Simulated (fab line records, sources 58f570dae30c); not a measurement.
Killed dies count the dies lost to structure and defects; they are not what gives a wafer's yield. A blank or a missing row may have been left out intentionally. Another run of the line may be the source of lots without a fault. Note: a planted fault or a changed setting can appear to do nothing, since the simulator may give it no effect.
Which tool is to blame? | flow berkeley_cmos170 | 8 lots, 24 wafers sampled, at 5 steps of a route of 331

WHAT THE GAUGES SHOWED, per wafer
UCB170_V2_THK_MEAS_01.
lot  | measured     | on            | V2_TEOS_THK (nm)
L926 | day 9 04:29  | film_metro-03 | 1958 1987 1986
L931 | day 9 17:34  | film_metro-02 | 1980 1996 1989
L930 | day 9 19:08  | film_metro-03 | 1978 2000 1988
L935 | day 10 10:19 | film_metro-03 | 1988 1982 1733
L936 | day 10 21:29 | film_metro-02 | 1982 2020 1754
L941 | day 11 15:58 | film_metro-03 | 1738 1774 2050
L943 | day 12 08:46 | film_metro-02 | 1986 2004 2034
L949 | day 13 18:13 | film_metro-03 | 1983 2008 1966

TOOL THAT RAN EACH LOT (tool first, then ch and the chambers of the sampled wafers, then the start)
lot  | UCB170_SILICIDE_RTA_04           | UCB170_CONTACT_RTA_08            | UCB170_M2_STRIP_07                   | UCB170_V2_CVD_00
L926 | rtp_anneal-02 ch 0, day 8 11:24  | rtp_anneal-02 ch 0, day 8 14:37  | plasma_asher-04 ch 0,1, day 9 02:17  | pecvd-03 ch 0,1,2, day 9 04:20
L931 | rtp_anneal-02 ch 0, day 9 01:18  | rtp_anneal-02 ch 0, day 9 05:28  | plasma_asher-04 ch 0,1, day 9 15:28  | pecvd-04 ch 0,1,2, day 9 17:24
L930 | rtp_anneal-02 ch 0, day 9 01:48  | rtp_anneal-01 ch 0, day 9 06:53  | plasma_asher-03 ch 0,1, day 9 17:04  | pecvd-03 ch 0,1,2, day 9 18:58
L935 | rtp_anneal-02 ch 0, day 9 15:47  | rtp_anneal-02 ch 0, day 9 21:34  | plasma_asher-03 ch 0,1, day 10 08:04 | pecvd-03 ch 0,1,2, day 10 10:10
L936 | rtp_anneal-02 ch 0, day 10 02:32 | rtp_anneal-02 ch 0, day 10 05:56 | plasma_asher-01 ch 1, day 10 15:38   | pecvd-03 ch 0,2, day 10 21:20
L941 | rtp_anneal-01 ch 0, day 10 22:25 | rtp_anneal-02 ch 0, day 11 03:26 | plasma_asher-04 ch 0,1, day 11 12:42 | pecvd-03 ch 0,2, day 11 15:48
L943 | rtp_anneal-01 ch 0, day 11 19:13 | rtp_anneal-02 ch 0, day 11 22:21 | plasma_asher-03 ch 0,1, day 12 06:29 | pecvd-01 ch 0,1,2, day 12 08:37
L949 | rtp_anneal-01 ch 0, day 13 01:22 | rtp_anneal-02 ch 0, day 13 06:36 | plasma_asher-03 ch 0,1, day 13 15:41 | pecvd-04 ch 0,1,2, day 13 18:02
- UCB170_SILICIDE_RTA_04: time 15 s.
- UCB170_CONTACT_RTA_08: time 10 s.
- UCB170_M2_STRIP_07: strips in O2.
- UCB170_V2_CVD_00: deposits SiO2 from TEOS/O2, target thk 2000 nm, time 250 s.

THE ANSWER, worked out from the rows above alone
Rule: the lots themselves supply what counts as usual. The widest of any qualifying gaps counts: lots, ordered by their means at a reading, are off when they make up no more than a third of the lots, leave a main group of 4 or more, and stand apart from it by 3 or more times the standard deviation of that group's means. If all means in a main group match to the digits the tables above print for the reading, that group is not used. A lot without any number at a reading at which 4 lots or more have one is off too. Any other lot the step has rows for is counted as sound.
Across all readings shown, no lot is off: no conclusion can be drawn from this.

WHAT THE SIMULATOR HAD PUT IN
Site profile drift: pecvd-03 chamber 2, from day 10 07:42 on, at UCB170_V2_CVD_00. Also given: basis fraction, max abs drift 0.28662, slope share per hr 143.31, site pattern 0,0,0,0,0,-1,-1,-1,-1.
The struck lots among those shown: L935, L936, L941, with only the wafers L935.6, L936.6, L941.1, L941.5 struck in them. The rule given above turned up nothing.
